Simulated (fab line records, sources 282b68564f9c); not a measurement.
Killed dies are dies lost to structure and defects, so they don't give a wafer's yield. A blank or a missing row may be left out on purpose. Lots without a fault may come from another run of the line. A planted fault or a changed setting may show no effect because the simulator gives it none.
Which tool did it? | flow rit_cmos | 15 lots, 45 wafers sampled, at 2 steps of a route of 202

WHAT THE GAUGES READ, wafer by wafer
RIT_PRETRO_TW_MEAS_10.
lot  | measured    | on            | PRETRO_TW
L375 | day 2 13:22 | film_metro-02 | 470.0 469.1 471.0
L376 | day 2 18:17 | film_metro-01 | 469.9 470.6 469.1
L377 | day 2 23:22 | film_metro-02 | 467.4 466.8 470.8
L378 | day 3 04:35 | film_metro-01 | 472.4 469.0 468.5
L379 | day 3 08:58 | film_metro-01 | 471.4 469.9 468.6
L380 | day 3 13:54 | film_metro-02 | 472.9 471.5 473.1
L381 | day 3 22:49 | film_metro-03 | 470.4 469.6 467.7
L383 | day 4 07:31 | film_metro-02 | 471.2 472.6 470.8
L384 | day 4 10:33 | film_metro-03 | 471.6 470.8 475.2
L385 | day 4 14:35 | film_metro-01 | 469.6 470.4 471.1
L387 | day 5 01:03 | film_metro-01 | 466.6 467.7 467.6
L388 | day 5 07:23 | film_metro-03 | 486.7 489.1 491.3
L389 | day 5 09:53 | film_metro-02 | 493.8 495.0 492.2
L391 | day 5 20:05 | film_metro-01 | 490.1 488.7 492.3
L397 | day 7 01:56 | film_metro-02 | 479.7 474.7 477.6

WHICH TOOL RAN EACH LOT (tool, then ch and the chambers of the sampled wafers, then the start)
lot  | RIT_PRETRO_IMPLANT_08
L375 | implanter-04 ch 0, day 2 13:02
L376 | implanter-02 ch 0, day 2 17:58
L377 | implanter-04 ch 0, day 2 23:02
L378 | implanter-02 ch 0, day 3 04:16
L379 | implanter-02 ch 0, day 3 08:38
L380 | implanter-02 ch 0, day 3 13:34
L381 | implanter-02 ch 0, day 3 22:30
L383 | implanter-04 ch 0, day 4 07:13
L384 | implanter-02 ch 0, day 4 10:13
L385 | implanter-02 ch 0, day 4 14:19
L387 | implanter-01 ch 0, day 5 00:46
L388 | implanter-02 ch 0, day 5 07:04
L389 | implanter-02 ch 0, day 5 09:34
L391 | implanter-02 ch 0, day 5 19:46
L397 | implanter-04 ch 0, day 7 01:37
- RIT_PRETRO_IMPLANT_08

WHAT THE TOOLS THEMSELVES READ (means of the sampled wafers that have a number; where no wafer has one, the mark that the record gives instead)
RIT_PRETRO_IMPLANT_08.
lot  | tool         | beam_energy_keV | tilt_deg (degrees)
L375 | implanter-04 | 45.002          | 7.009
L376 | implanter-02 | 45.010          | 6.993
L377 | implanter-04 | 44.982          | 7.020
L378 | implanter-02 | 44.989          | 6.977
L379 | implanter-02 | 45.011          | 7.002
L380 | implanter-02 | 44.991          | 6.981
L381 | implanter-02 | 45.020          | 7.001
L383 | implanter-04 | 44.985          | 6.985
L384 | implanter-02 | 44.987          | 6.997
L385 | implanter-02 | 44.991          | 7.012
L387 | implanter-01 | 45.019          | 7.003
L388 | implanter-02 | 60.749          | 7.009
L389 | implanter-02 | 60.759          | 7.002
L391 | implanter-02 | 60.745          | 7.024
L397 | implanter-04 | 45.010          | 6.960

THE ANSWER, worked out from the rows above alone
Rule: what is usual is taken from the lots themselves. Put in order of their means at a reading, lots are off if they are a third of the lots or fewer, leave a main group of 4 or more, and stand apart from it by a gap of 3 or more times the standard deviation of the main group's means; of several such gaps the widest counts. A main group whose means are all the same, to the digits that the tables above print for the reading, isn't used. A lot without any number at a reading at which 4 lots or more have one is off too. The other lots that the step has rows for count as sound. The gauges are gone through in route order, then the tools' own readings, and for those a lot's mean is taken as printed above. The first step at which some lot is off is used, and at that step the reading that is off furthest; a lot without a number counts as furthest.
Off: L388, L389, L391, at RIT_PRETRO_TW_MEAS_10 (PRETRO_TW). The main group: mean 470.7, standard deviation 2.5.
A tool fits if, at a process step before that reading, it ran every lot that is off, and no sound lot after the first of them. The gauges at RIT_PRETRO_TW_MEAS_10 aren't tried: what is off there is off at RIT_PRETRO_IMPLANT_08 too, on other tools, and a gauge's error can't cause that. One fits: implanter-02 at RIT_PRETRO_IMPLANT_08. Its last sound lot is L385 (day 4 14:19), its first lot that is off L388 (day 5 07:04): a fault that began between those two fits.
The tool's own readings at RIT_PRETRO_IMPLANT_08 bear it out: on the lots that are off they differ by more than 5 times the standard deviation of the sound lots' means. beam_energy_keV reads 60.751 there against 45.000 on the sound lots.

WHAT THE SIMULATOR HAD PUT IN
Process parameter drift: implanter-02, from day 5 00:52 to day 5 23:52, at RIT_PRETRO_IMPLANT_08. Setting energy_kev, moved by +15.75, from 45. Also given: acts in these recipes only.
Lots struck among those shown: L388, L389, L391. The rule above found the same.
